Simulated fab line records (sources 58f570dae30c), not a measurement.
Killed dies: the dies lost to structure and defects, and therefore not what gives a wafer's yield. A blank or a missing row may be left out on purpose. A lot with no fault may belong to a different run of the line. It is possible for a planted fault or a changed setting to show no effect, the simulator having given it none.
8D (eight disciplines) problem report, filled in by code + flow berkeley-cmos170 + the parts of the form that need people (team, actions taken, sign-off) are left out

## 1. WHAT IS WRONG
Wafers without a fault read 21.96 s, standard deviation 0.066; strip-time-to-endpoint-s at UCB170_M3_STRIP_07 reads a mean of 22.77 s on 6 wafers belonging to 2 lots. That is +12 standard deviations from the usual mean.
The step: strips in O2.
Earliest sighting: wafer L424.1 on plasma-asher-02 at day 12 20:01. At this step, 42 wafers from 14 lots have a number in the record. Rule for "out", or "out of limits": more than 4 standard deviations from the usual mean. All remaining wafers that have a number are taken as sound.

## 2. WHAT IT IS, WHAT IT ISN'T
| question                    | is                               | is not                                                                                 |
|-----------------------------|----------------------------------|----------------------------------------------------------------------------------------|
| which readings at this step | strip-time-to-endpoint-s         | drypump-motor-current-A                                                                |
| which lots                  | L424, L427                       | L410, L412, L413, L414, L417, L418, L420, L421, L428, L430, L431, L433                 |
| which wafers of those lots  | all that have a number           | -                                                                                      |
| read on which tools         | plasma-asher-02, plasma-asher-03 | plasma-asher-04                                                                        |
| when                        | from day 12 20:01                | up to then (24 sound wafers); but 12 sound wafers of L428, L430, L431, L433 came after |

## 3. WHAT RULES OUT EACH SUSPECT
Counting: a tool at any process step up to the reading remains a suspect when it ran all the lots that are out and ran no sound lot after the first of those.
- litho-track-02 at UCB170_M3_COAT_05 (resist thk 900 nm): kept. It processed each lot that is out, first L424 at day 12 19:43, and no sound lot thereafter; up to then, the last sound lot it processed was L421 at day 11 13:52.
The count leaves litho-track-02 at UCB170_M3_COAT_05.

## 4. THE CAUSE (what the simulator had put in)
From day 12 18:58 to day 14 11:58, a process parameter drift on litho-track-02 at UCB170_M3_COAT_05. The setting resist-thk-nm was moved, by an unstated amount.
Counting left only this tool.

## 5. THE EFFECT CHAIN, in route order
One row per reading whose mean, taken over the struck wafers that have a number, lies over 3 standard deviations from the usual. Only readings whose record carries a usual standard deviation are examined. hours: median over the lots of the time between each lot's start at the first step of this table that gives one and its start at this step. sigmas: the change, counted in usual standard deviations.
| hours | step               | reading                  | usual   | on struck wafers | change | sigmas |
|-------|--------------------|--------------------------|---------|------------------|--------|--------|
| 0     | UCB170_M3_STRIP_07 | strip-time-to-endpoint-s | 21.96 s | 22.77            | +0.81  | +12    |
It contains these process steps:
- UCB170_M3_STRIP_07: strips in O2.

## 6. WHAT WOULD HAVE CAUGHT IT SOONER
In this record the first reading out of limits was taken at day 12 20:01, 1 hour after the fault began at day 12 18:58.
An alarm limit of 4 standard deviations would not have fired on the tool readings at UCB170_M3_COAT_05 for which the record gives a usual standard deviation, since none of them was out on any struck wafer.
Lots out: 2; of these, L427 started UCB170_M3_COAT_05 on litho-track-02 after day 12 20:01. A tool hold placed at that time would have kept it from harm.
